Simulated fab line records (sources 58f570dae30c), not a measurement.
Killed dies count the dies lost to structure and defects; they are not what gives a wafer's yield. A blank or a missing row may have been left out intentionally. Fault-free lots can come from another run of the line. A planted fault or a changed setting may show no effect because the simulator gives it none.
Split-lot experiment	flow berkeley_cmos170	route with 331 steps; 5 lots, 23 wafers read

## ABOUT THE SPLIT
At UCB170_GATE_EXPOSE_09 (exposes mask POLY, target cd 350 nm), the setting dose_mj was moved away from the recipe's 21 on 11 of the 23 wafers read, by -7.4% to +7.5%. For the rest of the wafers, this setting stayed at what the recipe calls for.

## FROM THE SPLIT TO THE READING: what the file shows between them, 6 steps
- UCB170_GATE_PEB_10
- UCB170_GATE_DEVELOP_11: develop time 45 s
- UCB170_GATE_CD_MEAS_12: target cd 350 nm
- UCB170_GATE_ETCH_14: etches BARC in N2/H2
- UCB170_GATE_ETCH_15: etches poly-Si in HBr/Cl2, stops on SiO2, time 56.3 s, target depth 278.2 nm
- UCB170_GATE_STRIP_16: strips in O2

## THE READING
cd_nm, in nm, at UCB170_GATE_CD_MEAS_90 (target cd 350 nm). On this fab line, fault-free wafers typically give 349.9 nm with a standard deviation of 1.7 nm.

wafer	tool, chamber at the split	dose_mj as run	against the recipe	cd_nm, nm	against lot-mates on the recipe
L076.1	krf_scanner-02, 0	21	recipe	351.0	-
L076.2	krf_scanner-02, 0	21	recipe	352.9	-
L076.3	krf_scanner-02, 0	22.57	+7.5%	337.5	-14.8
L076.5	krf_scanner-02, 0	22.57	+7.5%	339.4	-12.9
L076.6	krf_scanner-02, 0	21	recipe	352.9	-
L080.1	krf_scanner-01, 0	21	recipe	349.4	-
L080.2	krf_scanner-01, 0	20.36	-3.0%	356.5	+7.5
L080.3	krf_scanner-01, 0	20.36	-3.0%	355.6	+6.6
L080.4	krf_scanner-01, 0	21	recipe	348.6	-
L080.6	krf_scanner-01, 0	20.36	-3.0%	355.7	+6.7
L081.2	krf_scanner-01, 0	21	recipe	354.6	-
L081.3	krf_scanner-01, 0	19.45	-7.4%	366.6	+12.6
L081.4	krf_scanner-01, 0	19.45	-7.4%	366.9	+12.9
L081.5	krf_scanner-01, 0	21	recipe	353.3	-
L081.6	krf_scanner-01, 0	19.45	-7.4%	365.9	+11.9
L082.1	krf_scanner-02, 0	21	recipe	349.8	-
L082.4	krf_scanner-02, 0	21	recipe	351.6	-
L082.6	krf_scanner-02, 0	21	recipe	350.3	-
L083.1	krf_scanner-01, 0	21	recipe	348.4	-
L083.2	krf_scanner-01, 0	19.98	-4.9%	359.6	+11.3
L083.4	krf_scanner-01, 0	19.98	-4.9%	358.0	+9.7
L083.5	krf_scanner-01, 0	19.98	-4.9%	360.4	+12.1
L083.6	krf_scanner-01, 0	21	recipe	348.2	-

THE FIT
A straight line over all 23 wafers: cd_nm changes by -1.85 nm for each +1% of dose_mj; r = -0.97; the points scatter about the line by 1.9 nm.
The same after taking each lot's own level away (the mean of its wafers on the recipe; 23 wafers): -1.87 nm for each +1%; r = -0.99; scatter 1.2 nm.
That fit puts the effect of the largest move of dose_mj on the reading at 14 nm.
Measured against the standard deviation above, the lots' own levels, which go from 348.30 to 353.95 nm, span 3.3 times it.
The two slopes agree, so the slope changes little with the lot-to-lot level.
Check: for one of the wafers moved furthest among these (+7.5%), held out of the fit, the line's prediction against its lot-mates is -13.3 nm. It came out at -14.8 nm against them.

## OTHER SPLITS APPLIED TO THESE WAFERS
These wafers also went through other splits before the reading. Each is held against what the fit with the lots' levels taken away leaves over:
other split on the same wafers	wafers away from the commonest value	r with cd_nm (lot level and that fit taken away)
UCB170_START_OXIDATION_02 ox_time_s	18	-0.48
UCB170_PWELL_OXIDATION_02 temp_c	15	-0.25
UCB170_PWELL_PEB_11 peb_temp_c	6	-0.39
UCB170_ACTIVE_COAT_08 resist_thk_nm	7	-0.18
UCB170_NVT_IMPLANT_07 dose_cm2	12	-0.30
UCB170_PVT_IMPLANT_07 dose_cm2	7	+0.63

## THE WHOLE CHAIN: every reading that the file lists as answering this split, in the file's order
step	what it does	reading	change (the file's fit)	r (the file's)
UCB170_GATE_CD_MEAS_12	target cd 350 nm	cd_nm	-1.78 nm for each +1% of the setting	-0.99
UCB170_GATE_ETCH_15	etches poly-Si in HBr/Cl2, stops on SiO2, time 56.3 s, target depth 278.2 nm	GATE.cd_nm (the simulator's own value, which no gauge read)	-1.89 nm for each +1% of the setting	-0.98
UCB170_GATE_CD_MEAS_90	target cd 350 nm	cd_nm	-1.89 nm for each +1% of the setting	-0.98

## THE FILE'S OWN FIT
cd_nm changes by -1.89 nm for each +1% of dose_mj, r = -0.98.
